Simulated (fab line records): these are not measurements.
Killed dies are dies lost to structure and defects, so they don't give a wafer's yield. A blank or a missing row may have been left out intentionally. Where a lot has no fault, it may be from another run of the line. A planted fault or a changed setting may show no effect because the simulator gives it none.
Split-lot study || flow rit_cmos || 23 wafers read across 5 lots, on a route 202 steps long

== THE SPLIT ITSELF ==
At RIT_GATE_OXIDATION_05 (target thk 3 nm, ox time 270 s), the setting temp_c was moved away from the recipe's 900 C on 15 of the 23 wafers read, by -1.9% to +2.2%. For the rest of the wafers, this setting stayed at what the recipe calls for.

== SPLIT TO READING: what lies between them in the file, 1 step ==
- RIT_GATE_ANNEAL_06: time 600 s

== THE READING ==
GATE_OXIDE_THK in nanometres, read at RIT_GATE_THK_MEAS_07. A value of 3.02 nm with a standard deviation of 0.053 nm is what fault-free wafers of this fab line usually give.

{"wafer": "L074.1", "tool, chamber at the split": "-, -", "temp_c as run, C": 900, "against the recipe": "recipe", "GATE_OXIDE_THK, nm": 2.97, "against lot-mates on the recipe": "-"}
{"wafer": "L074.2", "tool, chamber at the split": "-, -", "temp_c as run, C": 900, "against the recipe": "recipe", "GATE_OXIDE_THK, nm": 3.05, "against lot-mates on the recipe": "-"}
{"wafer": "L074.3", "tool, chamber at the split": "-, -", "temp_c as run, C": 900, "against the recipe": "recipe", "GATE_OXIDE_THK, nm": 2.95, "against lot-mates on the recipe": "-"}
{"wafer": "L074.4", "tool, chamber at the split": "-, -", "temp_c as run, C": 900, "against the recipe": "recipe", "GATE_OXIDE_THK, nm": 3.03, "against lot-mates on the recipe": "-"}
{"wafer": "L074.6", "tool, chamber at the split": "-, -", "temp_c as run, C": 900, "against the recipe": "recipe", "GATE_OXIDE_THK, nm": 3.06, "against lot-mates on the recipe": "-"}
{"wafer": "L076.2", "tool, chamber at the split": "furnace-03, 0", "temp_c as run, C": 900, "against the recipe": "recipe", "GATE_OXIDE_THK, nm": 3.05, "against lot-mates on the recipe": "-"}
{"wafer": "L076.4", "tool, chamber at the split": "furnace-03, 0", "temp_c as run, C": 900, "against the recipe": "recipe", "GATE_OXIDE_THK, nm": 3.08, "against lot-mates on the recipe": "-"}
{"wafer": "L076.6", "tool, chamber at the split": "furnace-03, 0", "temp_c as run, C": 900, "against the recipe": "recipe", "GATE_OXIDE_THK, nm": 3.11, "against lot-mates on the recipe": "-"}
{"wafer": "L078.1", "tool, chamber at the split": "-, -", "temp_c as run, C": 882.7, "against the recipe": "-1.9%", "GATE_OXIDE_THK, nm": 2.48, "against lot-mates on the recipe": "no lot-mate on the recipe"}
{"wafer": "L078.2", "tool, chamber at the split": "-, -", "temp_c as run, C": 882.7, "against the recipe": "-1.9%", "GATE_OXIDE_THK, nm": 2.43, "against lot-mates on the recipe": "no lot-mate on the recipe"}
{"wafer": "L078.3", "tool, chamber at the split": "-, -", "temp_c as run, C": 882.7, "against the recipe": "-1.9%", "GATE_OXIDE_THK, nm": 2.50, "against lot-mates on the recipe": "no lot-mate on the recipe"}
{"wafer": "L078.4", "tool, chamber at the split": "-, -", "temp_c as run, C": 882.7, "against the recipe": "-1.9%", "GATE_OXIDE_THK, nm": 2.41, "against lot-mates on the recipe": "no lot-mate on the recipe"}
{"wafer": "L078.5", "tool, chamber at the split": "-, -", "temp_c as run, C": 882.7, "against the recipe": "-1.9%", "GATE_OXIDE_THK, nm": 2.44, "against lot-mates on the recipe": "no lot-mate on the recipe"}
{"wafer": "L079.1", "tool, chamber at the split": "-, -", "temp_c as run, C": 919.7, "against the recipe": "+2.2%", "GATE_OXIDE_THK, nm": 3.80, "against lot-mates on the recipe": "no lot-mate on the recipe"}
{"wafer": "L079.2", "tool, chamber at the split": "-, -", "temp_c as run, C": 919.7, "against the recipe": "+2.2%", "GATE_OXIDE_THK, nm": 3.85, "against lot-mates on the recipe": "no lot-mate on the recipe"}
{"wafer": "L079.4", "tool, chamber at the split": "-, -", "temp_c as run, C": 919.7, "against the recipe": "+2.2%", "GATE_OXIDE_THK, nm": 3.83, "against lot-mates on the recipe": "no lot-mate on the recipe"}
{"wafer": "L079.5", "tool, chamber at the split": "-, -", "temp_c as run, C": 919.7, "against the recipe": "+2.2%", "GATE_OXIDE_THK, nm": 3.84, "against lot-mates on the recipe": "no lot-mate on the recipe"}
{"wafer": "L079.6", "tool, chamber at the split": "-, -", "temp_c as run, C": 919.7, "against the recipe": "+2.2%", "GATE_OXIDE_THK, nm": 3.84, "against lot-mates on the recipe": "no lot-mate on the recipe"}
{"wafer": "L083.1", "tool, chamber at the split": "-, -", "temp_c as run, C": 916.5, "against the recipe": "+1.8%", "GATE_OXIDE_THK, nm": 3.67, "against lot-mates on the recipe": "no lot-mate on the recipe"}
{"wafer": "L083.2", "tool, chamber at the split": "-, -", "temp_c as run, C": 916.5, "against the recipe": "+1.8%", "GATE_OXIDE_THK, nm": 3.76, "against lot-mates on the recipe": "no lot-mate on the recipe"}
{"wafer": "L083.3", "tool, chamber at the split": "-, -", "temp_c as run, C": 916.5, "against the recipe": "+1.8%", "GATE_OXIDE_THK, nm": 3.75, "against lot-mates on the recipe": "no lot-mate on the recipe"}
{"wafer": "L083.4", "tool, chamber at the split": "-, -", "temp_c as run, C": 916.5, "against the recipe": "+1.8%", "GATE_OXIDE_THK, nm": 3.63, "against lot-mates on the recipe": "no lot-mate on the recipe"}
{"wafer": "L083.5", "tool, chamber at the split": "-, -", "temp_c as run, C": 916.5, "against the recipe": "+1.8%", "GATE_OXIDE_THK, nm": 3.67, "against lot-mates on the recipe": "no lot-mate on the recipe"}

FIT RESULTS
A straight line over all 23 wafers: GATE_OXIDE_THK changes by +0.338 nm for each +1% of temp_c; r = +1.00; the points scatter about the line by 0.052 nm.
Too few moved wafers have a lot-mate on the recipe to fit a line with each lot's own level taken away.

== THE WHOLE CHAIN: every reading that the file lists as answering this split, in the file's order ==
{"step": "RIT_GATE_OXIDATION_05", "what it does": "target thk 3 nm, ox time 270 s", "reading": "SiO2_of_GATE_OXIDATION_05.thk_nm (the simulator's own value, which no gauge read)", "change (the file's fit)": "+0.333 nm for each +1% of the setting", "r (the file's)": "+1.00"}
{"step": "RIT_GATE_THK_MEAS_07", "what it does": "", "reading": "GATE_OXIDE_THK", "change (the file's fit)": "+0.338 for each +1% of the setting", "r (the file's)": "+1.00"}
{"step": "RIT_M1_PROBE_99", "what it does": "", "reading": "etest.pmos_0p3.r_on_ohm_um (the simulator's own value, which no gauge read)", "change (the file's fit)": "+494 for each +1% of the setting", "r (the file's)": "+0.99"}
{"step": "RIT_M1_PROBE_99", "what it does": "", "reading": "etest.nmos_0p3.r_on_ohm_um (the simulator's own value, which no gauge read)", "change (the file's fit)": "+130 for each +1% of the setting", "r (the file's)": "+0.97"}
{"step": "RIT_M1_PROBE_99", "what it does": "", "reading": "etest.nmos_narrow.drive_ua_um (the simulator's own value, which no gauge read)", "change (the file's fit)": "-26.8 for each +1% of the setting", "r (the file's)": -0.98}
{"step": "RIT_M1_PROBE_99", "what it does": "", "reading": "etest.nmos_0p3.drive_ua_um (the simulator's own value, which no gauge read)", "change (the file's fit)": "-26.3 for each +1% of the setting", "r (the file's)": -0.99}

== THE FILE'S OWN FIT ==
GATE_OXIDE_THK changes by +0.338 nm for each +1% of temp_c, r = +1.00.
